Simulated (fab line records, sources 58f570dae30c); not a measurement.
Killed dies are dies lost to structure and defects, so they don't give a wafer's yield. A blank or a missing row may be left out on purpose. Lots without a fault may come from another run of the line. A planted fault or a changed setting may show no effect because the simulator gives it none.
A struck lot beside a sound one | flow berkeley_cmos170 | 23 steps out of a route of 331
Sound: wafers L775.1, L775.2, L775.6. Struck: wafers L780.1, L780.3, L780.4. The cause comes at the end.
At each step with rows: each side's tool, then ch and its chambers, then its first start. Under that, the readings that differ: sound wafers | struck wafers | difference of the means | sigmas: that difference in standard deviations of wafers without a fault.
alike: readings whose means differ by less than 2 such deviations, and words and numbers that are the same on both sides. not compared: withheld readings, readings that some wafer has no value for, bounds like >300 that may hide the same value, and numbers for which the record gives no deviation and whose values overlap.
The two part at a step that has a row with sigmas, a row that says differs or no value, or rows on one side only. Numbers that don't overlap but have no deviation are shown without sigmas and don't part them. A reading that every wafer of one side lacks parts them only if that side has two wafers or more.

first, 6 steps without rows for these wafers: UCB170_ZERO_HMDS_00 (prime time 60 s); UCB170_ZERO_COAT_01 (resist thk 900 nm); UCB170_ZERO_SOFTBAKE_02 (time 60 s); UCB170_ZERO_EXPOSE_03 (exposes mask PM MARKS, target cd 4000 nm); UCB170_ZERO_PEB_04; UCB170_ZERO_DEVELOP_05 (develop time 45 s).
UCB170_ZERO_ETCH_06: etches SiO2 in CHF3/CF4/Ar, time 12 s.
  sound on rie_diel-04 ch 0,1,2, day 2 12:28; struck on rie_diel-01 ch 1,2,3, day 3 22:25
  alike: CHF3_flow_sccm, cf4_flow_sccm, drypump_motor_current_A, oes_product_au, throttle_valve_pct
  not compared: rf_hours_counter_h
UCB170_ZERO_STRIP_07: strips in O2.
  sound on plasma_asher-01 ch 0,1, day 2 12:29; struck on plasma_asher-02 ch 0,1, day 3 22:26
  alike: drypump_motor_current_A, oes_product_au, strip_time_to_endpoint_s
  not compared: rf_hours_counter_h
then, 2 steps without rows for these wafers: UCB170_NWELL_WET_ETCH_00 (etches SiO2 in dHF, time 200 s); UCB170_NWELL_OXIDATION_01 (target thk 26.4 nm, ox time 1260 s).
UCB170_NWELL_THK_MEAS_02:
  sound on film_metro-02, day 2 21:02; struck on film_metro-04, day 4 00:33
  alike: NWELL_OXIDE_THK
then, 1 step without rows for these wafers: UCB170_NWELL_ANNEAL_03 (time 900 s).
UCB170_NWELL_CVD_04: deposits Si3N4 from SiH2Cl2/NH3, target thk 224 nm, time 3360 s.
  sound on lpcvd-01 ch 1, day 3 01:47; struck on lpcvd-01 ch 1, day 4 01:52
  reading                                 | sound             | struck            | difference | sigmas
  model.Si3N4_of_NWELL_CVD_04.thk_nm (nm) | 225.5 226.4 224.6 | 387.5 388.1 386.2 | +161.8     |
  alike: spike_tc_source_C
UCB170_NWELL_THK_MEAS_05:
  sound on film_metro-02, day 3 03:43; struck on film_metro-02, day 4 03:47
  reading                | sound             | struck            | difference | sigmas
  NWELL_NITRIDE_THK (nm) | 225.7 226.5 224.8 | 387.7 388.1 385.7 | +161.5     | +67
then, 6 steps without rows for these wafers: UCB170_NWELL_HMDS_06 (prime time 60 s); UCB170_NWELL_COAT_07 (resist thk 900 nm); UCB170_NWELL_SOFTBAKE_08 (time 60 s); UCB170_NWELL_EXPOSE_09 (exposes mask NWELL, target cd 3000 nm); UCB170_NWELL_PEB_10; UCB170_NWELL_DEVELOP_11 (develop time 45 s).
UCB170_NWELL_OVL_MEAS_12:
  sound on overlay-01, day 3 04:55; struck on overlay-02, day 4 06:32
  alike: NWELL_OVL
UCB170_NWELL_ETCH_13: etches Si3N4 in CH3F/Ar/O2, stops on SiO2, target depth 246.4 nm, time 154 s.
  sound on rie_diel-02 ch 0,2, day 3 04:56; struck on rie_diel-02 ch 0,2,3, day 4 06:35
  reading                  | sound             | struck            | difference | sigmas
  oes_product_au (a.u.)    | 0.955 0.937 0.948 | 0.997 0.980 1.011 | +0.049     | +5
  model.etch.depth_nm (nm) | 225.5 226.4 224.6 | 242.2 242 246.4   | +18.0      |
  alike: O2_flow_sccm, drypump_motor_current_A, throttle_valve_pct
  not compared: rf_hours_counter_h
then, 1 step without rows for these wafers: UCB170_NWELL_IMPLANT_14.

WHERE THEY PART
First at UCB170_NWELL_THK_MEAS_05; last, within this record, at UCB170_NWELL_ETCH_13.

WHY: what the simulator had put in
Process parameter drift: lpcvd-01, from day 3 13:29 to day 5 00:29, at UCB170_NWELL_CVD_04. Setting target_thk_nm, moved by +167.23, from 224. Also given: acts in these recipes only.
